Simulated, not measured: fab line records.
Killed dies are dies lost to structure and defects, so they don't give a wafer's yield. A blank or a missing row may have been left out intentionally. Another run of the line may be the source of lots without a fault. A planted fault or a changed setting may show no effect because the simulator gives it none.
Check of tool commonality + flow rit_cmos + Sampled: 14 lots, 42 wafers

== WHAT PROMPTED THE OPENING ==
Of 14 lots, 2 have the reading PLDD_TW flagged at RIT_PLDD_TW_MEAS_10. Wafers without a fault read 2325, standard deviation 20.
Rule: a lot is flagged in two cases, either no wafer of it has a number, or all its wafers with numbers fall more than 4 standard deviations from that mean. The other lots count as sound.

| lot  | measured    | on            | PLDD_TW, wafer by wafer | flag    |
|------|-------------|---------------|-------------------------|---------|
| L236 | day 2 19:38 | film_metro-02 | 2281 2291 2290          |         |
| L238 | day 3 05:36 | film_metro-03 | 2353 2348 2354          |         |
| L239 | day 3 10:05 | film_metro-04 | 2319 2317 2310          |         |
| L240 | day 3 15:54 | film_metro-04 | 2333 2318 2324          |         |
| L244 | day 4 10:43 | film_metro-04 | 30 30 30                | FLAGGED |
| L245 | day 4 16:52 | film_metro-02 | 30 29 30                | FLAGGED |
| L246 | day 4 21:17 | film_metro-02 | 2317 2307 2302          |         |
| L247 | day 5 03:17 | film_metro-03 | 2352 2342 2349          |         |
| L248 | day 5 08:32 | film_metro-02 | 2312 2310 2304          |         |
| L250 | day 5 18:04 | film_metro-03 | 2357 2354 2343          |         |
| L253 | day 6 09:16 | film_metro-02 | 2284 2297 2292          |         |
| L254 | day 6 14:43 | film_metro-04 | 2328 2326 2333          |         |
| L255 | day 6 18:42 | film_metro-02 | 2302 2303 2302          |         |
| L257 | day 7 03:57 | film_metro-04 | 2333 2343 2335          |         |
Flagged lots average 30: -2295 relative to the usual, that is -99 or more standard deviations.

== WHICH TOOL RAN EACH LOT ==
The record keeps 1 process step preceding the reading, out of 202 steps on the route. Every cell lists first the tool, next ch and the chambers used by the sampled wafers, and last the start.
| lot  | flag    | RIT_PLDD_DEVELOP_05              |
|------|---------|----------------------------------|
| L236 |         | litho_track-03 ch 0, day 2 18:00 |
| L238 |         | litho_track-04 ch 0, day 3 04:00 |
| L239 |         | litho_track-04 ch 0, day 3 09:00 |
| L240 |         | litho_track-02 ch 0, day 3 15:00 |
| L244 | FLAGGED | litho_track-04 ch 0, day 4 10:00 |
| L245 | FLAGGED | litho_track-04 ch 0, day 4 16:00 |
| L246 |         | litho_track-02 ch 0, day 4 20:00 |
| L247 |         | litho_track-03 ch 0, day 5 02:00 |
| L248 |         | litho_track-02 ch 0, day 5 07:00 |
| L250 |         | litho_track-02 ch 0, day 5 17:00 |
| L253 |         | litho_track-03 ch 0, day 6 08:00 |
| L254 |         | litho_track-02 ch 0, day 6 14:00 |
| L255 |         | litho_track-03 ch 0, day 6 18:00 |
| L257 |         | litho_track-02 ch 0, day 7 03:00 |
What is done by these steps:
- RIT_PLDD_DEVELOP_05: develop time 50 s.
- RIT_PLDD_TW_MEAS_10

== FLAGGED AGAINST TOTAL, ONE TOOL AT A TIME (gauges that did the reading follow at the end) ==
| step                | tool           | lots run | flagged | share of the flagged lots | sound lots run after its first flagged lot |
|---------------------|----------------|----------|---------|---------------------------|--------------------------------------------|
| RIT_PLDD_DEVELOP_05 | litho_track-02 | 6        | 0       | none                      | -                                          |
| RIT_PLDD_DEVELOP_05 | litho_track-03 | 4        | 0       | none                      | -                                          |
| RIT_PLDD_DEVELOP_05 | litho_track-04 | 4        | 2       | all                       | 0                                          |
| RIT_PLDD_TW_MEAS_10 | film_metro-02  | 6        | 1       | some                      | 4 (L246,L248,L253,L255)                    |
| RIT_PLDD_TW_MEAS_10 | film_metro-03  | 3        | 0       | none                      | -                                          |
| RIT_PLDD_TW_MEAS_10 | film_metro-04  | 5        | 1       | some                      | 2 (L254,L257)                              |

== WHAT THE TABLE ALLOWS ==
All flagged lots share 1 row of the table, namely litho_track-04 at RIT_PLDD_DEVELOP_05.
- litho_track-04 at RIT_PLDD_DEVELOP_05: 2 of its 4 lots flagged. Last sound lot L239 at day 3 09:00, first flagged lot L244 at day 4 10:00; a fault beginning in between fits.
What remains is a single tool, litho_track-04 at RIT_PLDD_DEVELOP_05.

== WHAT THE SIMULATOR HAD INSERTED ==
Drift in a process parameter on litho_track-04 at RIT_PLDD_DEVELOP_05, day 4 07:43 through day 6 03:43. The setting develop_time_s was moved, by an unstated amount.
Struck lots among those shown: L244, L245. The rule above reached the same finding.
